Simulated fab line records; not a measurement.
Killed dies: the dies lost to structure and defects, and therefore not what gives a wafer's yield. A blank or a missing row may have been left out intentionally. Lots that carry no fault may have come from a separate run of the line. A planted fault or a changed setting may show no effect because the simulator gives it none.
A struck lot beside a sound one :: flow rit_cmos :: 18 steps out of a route of 202
Sound: the wafers L776.1, L776.3, L776.4. Struck: wafers L782.1, L782.5, L782.6. Last of all comes the cause.
Order at every step that has rows: each side's tool, ch and its chambers, its first start. Under that, the readings that differ: sound wafers :: struck wafers :: difference of the means :: sigmas: that difference in standard deviations of wafers without a fault.
alike: words and numbers the same on both sides, and readings whose means are apart by under 2 such deviations; not compared: readings that were withheld, readings missing a value for some wafer, numbers with overlapping values and no deviation given by the record, and bounds like >300 which may hide the same value.
Wherever a step has rows on one side only, a row that says differs or no value, or a row with sigmas, the two part there. Non-overlapping numbers with no deviation appear without sigmas and do not part them. Lack of a reading on every wafer of one side parts them only where that side has two or more wafers.

first, 2 steps without rows for these wafers: RIT_NWELL_HARDBAKE_07 (time 120 s); RIT_NWELL_IMPLANT_08.
RIT_NWELL_STRIP_09: strips in O2, time 180 s.
  sound on plasma_asher-01 ch 0,1, day 2 07:19; struck on plasma_asher-01 ch 0,1, day 3 12:58
  alike: drypump_motor_current_A, rf_refl_power_W
  not compared: rf_hours_counter_h
RIT_NWELL_TW_MEAS_10:
  sound: film_metro-04 at day 2 07:29; struck: film_metro-04 at day 3 13:08
  alike: NWELL_TW
then, 6 steps without rows for these wafers: RIT_PWELL_HMDS_00 (prime time 60 s); RIT_PWELL_COAT_01 (resist thk 1300 nm); RIT_PWELL_SOFTBAKE_02 (time 60 s); RIT_PWELL_EXPOSE_03 (exposes mask M3, target cd 43700 nm); RIT_PWELL_PEB_04; RIT_PWELL_DEVELOP_05 (develop time 68 s).
RIT_PWELL_OVL_MEAS_06:
  sound: overlay-01 at day 2 08:34; struck: overlay-02 at day 3 14:05
  alike: PWELL_OVL
then, 1 step without rows for these wafers: RIT_PWELL_HARDBAKE_07 (time 120 s).
RIT_PWELL_IMPLANT_08:
  sound on implanter-04 ch 0, day 2 08:51; struck on implanter-04 ch 0, day 3 14:22
reading: dose_ions_cm2
sound: 7.002e+13 7.002e+13 6.994e+13
struck: 5.185e+13 5.177e+13 5.182e+13
difference: -1.818e+13
sigmas: -99 or more

reading: faraday_current_uA
sound: 223 221 219
struck: 166 163 163
difference: -57
sigmas: -12
  alike: end_station_pressure_torr
RIT_PWELL_STRIP_09: strips in O2, time 180 s.
  sound on plasma_asher-04 ch 0,1, day 2 09:00; struck on plasma_asher-01 ch 0,1, day 3 14:31
  alike: drypump_motor_current_A, rf_refl_power_W
  not compared: rf_hours_counter_h
RIT_PWELL_TW_MEAS_10:
  sound: film_metro-01 at day 2 09:10; struck: film_metro-01 at day 3 14:58
reading: PWELL_TW
sound: 954 943 950
struck: 858 859 860
difference: -90
sigmas: -20
  not compared: hold
RIT_WELLDRIVE_RS_MEAS_01: uses a four-point probe to measure.
  sound: film_metro-01 at day 2 15:09; struck: film_metro-02 at day 3 23:29
  alike: NWELL_RS
RIT_WELLDRIVE_RS_MEAS_02: uses a four-point probe to measure.
  sound: film_metro-01 at day 2 15:16; struck: film_metro-02 at day 3 23:54
reading: PWELL_RS (ohm/sq)
sound: 428.3 428.4 427.2
struck: 521.0 521.7 518.5
difference: +92.4
sigmas: +66
  not compared: hold
RIT_M1_PROBE_99:
  sound wafers here have rows in the record (prober-02, day 4 00:26); struck ones have none

## WHERE THEY PART
At RIT_PWELL_IMPLANT_08 first; at RIT_M1_PROBE_99 last (within this record only).

WHY: whatever the simulator had introduced
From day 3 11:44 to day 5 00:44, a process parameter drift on implanter-04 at RIT_PWELL_IMPLANT_08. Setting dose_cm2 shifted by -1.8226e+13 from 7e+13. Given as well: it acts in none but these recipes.
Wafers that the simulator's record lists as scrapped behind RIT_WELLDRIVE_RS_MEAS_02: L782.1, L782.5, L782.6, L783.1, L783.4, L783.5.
